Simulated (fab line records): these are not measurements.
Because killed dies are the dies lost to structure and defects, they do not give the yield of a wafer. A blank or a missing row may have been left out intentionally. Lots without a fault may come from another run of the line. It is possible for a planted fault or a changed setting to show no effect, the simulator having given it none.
Which tool was responsible? | flow berkeley_cmos170 | Sampling: 14 lots, 42 wafers, 5 of 331 route steps

## WHAT EACH GAUGE READ, for each wafer
UCB170_SACOX_THK_MEAS_02. Usual: for SACOX_OXIDE_THK the level is 14.34 nm and the standard deviation is 0.22.
lot  | measured    | on            | SACOX_OXIDE_THK (nm) | flag
L251 | day 5 08:54 | film_metro-02 | 14.24 14.33 14.20    |
L252 | day 5 15:35 | film_metro-01 | 14.39 14.28 14.53    |
L256 | day 6 14:26 | film_metro-01 | 22.77 22.73 23.04    | OFF
L258 | day 6 21:49 | film_metro-02 | 22.46 22.26 22.54    | OFF
L262 | day 7 16:20 | film_metro-01 | 14.65 14.34 14.63    |
L263 | day 7 23:17 | film_metro-01 | 13.90 14.00 14.05    |
L264 | day 7 23:18 | film_metro-03 | 14.13 14.06 13.97    |
L266 | day 8 07:33 | film_metro-01 | 14.22 14.36 14.02    |
L267 | day 8 07:34 | film_metro-02 | 14.60 14.47 14.22    |
L268 | day 8 20:53 | film_metro-01 | 14.73 14.68 14.62    |
L269 | day 9 04:25 | film_metro-02 | 14.51 14.01 14.24    |
L270 | day 9 12:10 | film_metro-02 | 14.32 14.43 14.23    |
L272 | day 9 12:14 | film_metro-03 | 14.18 14.06 14.00    |
L273 | day 9 23:23 | film_metro-01 | 14.44 14.84 14.38    |

UCB170_CONTACT_OVL_MEAS_16. Usual: for CONTACT_OVL the level is 1 nm and the standard deviation is 5.5.
lot  | measured     | on         | CONTACT_OVL (nm) | flag
L251 | day 7 13:02  | overlay-01 | -1 -1 5          |
L252 | day 7 19:27  | overlay-02 | -1 4 -4          |
L256 | day 8 08:24  | overlay-01 | -5 4 -5          |
L258 | day 8 17:46  | overlay-02 | -6 -6 -2         |
L262 | day 9 13:53  | overlay-02 | 7 8 6            |
L263 | day 10 00:02 | overlay-02 | 11 2 16          |
L264 | day 9 21:17  | overlay-01 | 1 0 -8           |
L266 | day 10 04:20 | overlay-01 | 3 1 5            |
L267 | day 10 01:53 | overlay-02 | 3 6 3            |
L268 | day 10 19:47 | overlay-01 | 6 3 4            |
L269 | day 11 01:51 | overlay-01 | 11 6 1           |
L270 | day 11 05:15 | overlay-01 | 3 7 0            |
L272 | day 11 07:22 | overlay-01 | 4 -3 -7          |
L273 | day 11 18:19 | overlay-02 | -7 -7 -10        |

UCB170_V2_THK_MEAS_01. Usual: for V2_TEOS_THK the level is 2011 nm and the standard deviation is 30.
lot  | measured     | on            | V2_TEOS_THK (nm) | flag
L251 | day 7 23:30  | film_metro-02 | 2030 2074 2040   |
L252 | day 8 11:07  | film_metro-02 | 1964 2005 2002   |
L256 | day 8 21:39  | film_metro-01 | 2022 2022 2054   |
L258 | day 9 09:44  | film_metro-02 | 2015 2004 2056   |
L262 | day 10 01:30 | film_metro-02 | 2001 1982 2004   |
L263 | day 10 11:11 | film_metro-02 | 1973 1952 1969   |
L264 | day 10 11:28 | film_metro-01 | 1956 1998 2001   |
L266 | day 10 16:06 | film_metro-01 | 2010 2032 1993   |
L267 | day 10 15:26 | film_metro-02 | 1961 1997 2021   |
L268 | day 11 06:29 | film_metro-01 | 1960 1981 2019   |
L269 | day 11 13:27 | film_metro-03 | 2034 2060 2038   |
L270 | day 11 17:31 | film_metro-01 | 1976 2013 2013   |
L272 | day 11 17:46 | film_metro-03 | 1971 2029 2032   |
L273 | day 12 04:49 | film_metro-01 | 1991 2044 2060   |

## WHAT TOOL EACH LOT RAN ON (gives the tool, then ch and the chambers of the sampled wafers, and finally the start)
lot  | UCB170_SACOX_OXIDATION_01    | UCB170_V1_ETCH_14
L251 | furnace-03 ch 0, day 5 07:13 | rie_diel-03 ch 1,2, day 7 19:56
L252 | furnace-01 ch 0, day 5 13:55 | rie_diel-04 ch 1,2,3, day 8 05:36
L256 | furnace-01 ch 0, day 6 09:35 | rie_diel-01 ch 1,2, day 8 15:57
L258 | furnace-03 ch 0, day 6 16:17 | rie_diel-03 ch 0,2,3, day 9 04:26
L262 | furnace-04 ch 0, day 7 14:40 | rie_diel-01 ch 1,2, day 9 21:58
L263 | furnace-04 ch 0, day 7 21:35 | rie_diel-03 ch 1,2,3, day 10 07:14
L264 | furnace-04 ch 0, day 7 21:35 | rie_diel-04 ch 0,2,3, day 10 07:31
L266 | furnace-01 ch 0, day 8 05:53 | rie_diel-01 ch 0,3, day 10 12:20
L267 | furnace-01 ch 0, day 8 05:53 | rie_diel-03 ch 0,1,3, day 10 11:49
L268 | furnace-03 ch 0, day 8 19:13 | rie_diel-04 ch 0,2,3, day 11 03:25
L269 | furnace-01 ch 0, day 9 02:45 | rie_diel-04 ch 1,3, day 11 10:23
L270 | furnace-03 ch 0, day 9 10:30 | rie_diel-03 ch 0,1,3, day 11 14:05
L272 | furnace-03 ch 0, day 9 10:30 | rie_diel-01 ch 0,3, day 11 14:19
L273 | furnace-03 ch 0, day 9 21:42 | rie_diel-04 ch 0,3, day 12 01:37
- UCB170_SACOX_OXIDATION_01: target thk 14.4 nm, ox time 2400 s.
- UCB170_V1_ETCH_14: etches SiO2 in CHF3/CF4/Ar, stops on Al, target depth 1250 nm, time 291 s.

## WHAT THE TOOLS THEMSELVES READ (means of the sampled wafers that have a number; where no wafer has one, the mark that the record gives instead)
UCB170_SACOX_OXIDATION_01. Usual: ox_temp_c_max 903.5, standard deviation 1.4.
lot  | tool       | ox_temp_c_max | flag
L251 | furnace-03 | 901.9         |
L252 | furnace-01 | 903.9         |
L256 | furnace-01 | 903.6         |
L258 | furnace-03 | 902.7         |
L262 | furnace-04 | 904.4         |
L263 | furnace-04 | 904.6         |
L264 | furnace-04 | 904.6         |
L266 | furnace-01 | 904.7         |
L267 | furnace-01 | 904.5         |
L268 | furnace-03 | 902.5         |
L269 | furnace-01 | 905.9         |
L270 | furnace-03 | 902.2         |
L272 | furnace-03 | 901.9         |
L273 | furnace-03 | 902.0         |

UCB170_V1_ETCH_14. Usual: drypump_motor_current_A 5.6 A, standard deviation 0.36; oes_product_au 0.880 a.u., standard deviation 0.013; throttle_valve_pct 6.95 %, standard deviation 0.14.
lot  | tool        | drypump_motor_current_A (A) | oes_product_au (a.u.) | throttle_valve_pct (%) | flag
L251 | rie_diel-03 | 5.5                         | 0.881                 | 6.79                   |
L252 | rie_diel-04 | 5.8                         | 0.881                 | 6.90                   |
L256 | rie_diel-01 | 5.6                         | 0.865                 | 6.95                   |
L258 | rie_diel-03 | 5.3                         | 0.863                 | 6.87                   |
L262 | rie_diel-01 | 5.5                         | 0.871                 | 6.95                   |
L263 | rie_diel-03 | 5.5                         | 0.874                 | 6.85                   |
L264 | rie_diel-04 | 5.9                         | 0.893                 | 6.94                   |
L266 | rie_diel-01 | 5.8                         | 0.883                 | 7.16                   |
L267 | rie_diel-03 | 5.6                         | 0.875                 | 6.90                   |
L268 | rie_diel-04 | 5.9                         | 0.890                 | 6.95                   |
L269 | rie_diel-04 | 5.4                         | 0.880                 | 6.96                   |
L270 | rie_diel-03 | 5.6                         | 0.869                 | 6.89                   |
L272 | rie_diel-01 | 5.8                         | 0.884                 | 7.13                   |
L273 | rie_diel-04 | 5.7                         | 0.882                 | 6.99                   |

## THE ANSWER, worked out from the rows above alone
Rule: a lot counts as off when the mean over its wafers that have a number is more than 3 standard deviations away from the usual mean. Also off: a lot with no number at a reading for which 4 or more lots have one. The other lots that the step has rows for count as sound. The gauges are gone through in route order, then the tools' own readings, and for those a lot's mean is taken as printed above. At the first step where some lot is off, the reading lying furthest off is the one used; lots without a number count as furthest.
Off: L256, L258, at UCB170_SACOX_THK_MEAS_02 (SACOX_OXIDE_THK).
A tool fits if, at a process step before that reading, it ran every lot that is off, and no sound lot after the first of them. Gauges at UCB170_SACOX_THK_MEAS_02: tried the same way as those tools. Of those tried, none fits.

## WHAT HAD BEEN PUT IN BY THE SIMULATOR
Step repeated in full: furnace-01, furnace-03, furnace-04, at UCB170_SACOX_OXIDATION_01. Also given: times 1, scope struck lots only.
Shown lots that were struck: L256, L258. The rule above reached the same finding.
